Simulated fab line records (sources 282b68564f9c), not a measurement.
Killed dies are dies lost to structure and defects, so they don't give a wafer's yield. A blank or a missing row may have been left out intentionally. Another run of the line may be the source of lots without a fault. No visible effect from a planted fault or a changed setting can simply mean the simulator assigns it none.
Which tool is to blame? | flow rit-cmos | route of 202 steps, sampled at 1 step: 14 lots, 42 wafers

## WHAT EACH GAUGE READ, for each wafer
Not one reading of a measure or inspect step in the record can be checked against a usual standard deviation.

## EACH LOT AND THE TOOL THAT RAN IT (in order: tool; ch and the chambers of the sampled wafers; start)
lot  | RIT_NLDD_EXPOSE_03
L161 | iline-stepper-01 ch 0, day 3 02:05
L163 | iline-stepper-02 ch 0, day 3 13:22
L164 | iline-stepper-01 ch 0, day 3 17:46
L170 | iline-stepper-02, day 4 19:27
L171 | iline-stepper-02, day 5 05:50
L172 | iline-stepper-01 ch 0, day 5 08:31
L173 | iline-stepper-01 ch 0, day 5 11:04
L174 | iline-stepper-02 ch 0, day 5 17:05
L175 | iline-stepper-02 ch 0, day 5 20:41
L177 | iline-stepper-02 ch 0, day 6 08:16
L179 | iline-stepper-02 ch 0, day 6 16:47
L180 | iline-stepper-02 ch 0, day 6 22:26
L181 | iline-stepper-02 ch 0, day 7 03:28
L183 | iline-stepper-01 ch 0, day 7 13:16
- RIT_NLDD_EXPOSE_03: exposes mask M7, target cd 40700 nm.

## WHAT THE TOOLS THEMSELVES READ (means of the sampled wafers that have a number; where no wafer has one, the mark that the record gives instead)
RIT_NLDD_EXPOSE_03.
lot  | tool             | exposure-dose-mJ-cm2 | focus-offset-nm (nm) | stage-vel-mm-s (mm/s)
L161 | iline-stepper-01 | 250.31               | -0.2                 | 500.31
L163 | iline-stepper-02 | 250.38               | 0.3                  | 500.10
L164 | iline-stepper-01 | 250.11               | -0.4                 | 500.06
L170 | iline-stepper-02 | -                    | -                    | -
L171 | iline-stepper-02 | -                    | -                    | -
L172 | iline-stepper-01 | 249.80               | 0.1                  | 500.10
L173 | iline-stepper-01 | 250.23               | 0.1                  | 500.04
L174 | iline-stepper-02 | 250.02               | -0.3                 | 499.98
L175 | iline-stepper-02 | 250.06               | -0.1                 | 499.67
L177 | iline-stepper-02 | 250.39               | 0.3                  | 499.88
L179 | iline-stepper-02 | 249.66               | -0.8                 | 499.94
L180 | iline-stepper-02 | 249.80               | -0.2                 | 499.87
L181 | iline-stepper-02 | 250.00               | -0.3                 | 499.55
L183 | iline-stepper-01 | 250.03               | 0.1                  | 500.04

## THE ANSWER, worked out from the rows above alone
Rule: the usual values come from the lots themselves. The widest of any qualifying gaps counts: lots, ordered by their means at a reading, are off when they make up no more than a third of the lots, leave a main group of 4 or more, and stand apart from it by 3 or more times the standard deviation of that group's means. A main group whose means are all the same, to the digits that the tables above print for the reading, isn't used. A lot without any number at a reading at which 4 lots or more have one is off too. The other lots that the step has rows for count as sound. After the gauges, taken in route order, come the tools' own readings; for these a lot's mean is taken, as printed above. The first step at which some lot is off is used, and at that step the reading that is off furthest; a lot without a number counts as furthest.
Off, at RIT_NLDD_EXPOSE_03 on exposure-dose-mJ-cm2: L170, L171. Without a number there: L170, L171. The main group: mean 250.07, standard deviation 0.22.
A tool fits if, at that step or a process step before it, it ran every lot that is off, and no sound lot after the first of them. None of those tried fits.

## WHAT THE SIMULATOR PUT IN
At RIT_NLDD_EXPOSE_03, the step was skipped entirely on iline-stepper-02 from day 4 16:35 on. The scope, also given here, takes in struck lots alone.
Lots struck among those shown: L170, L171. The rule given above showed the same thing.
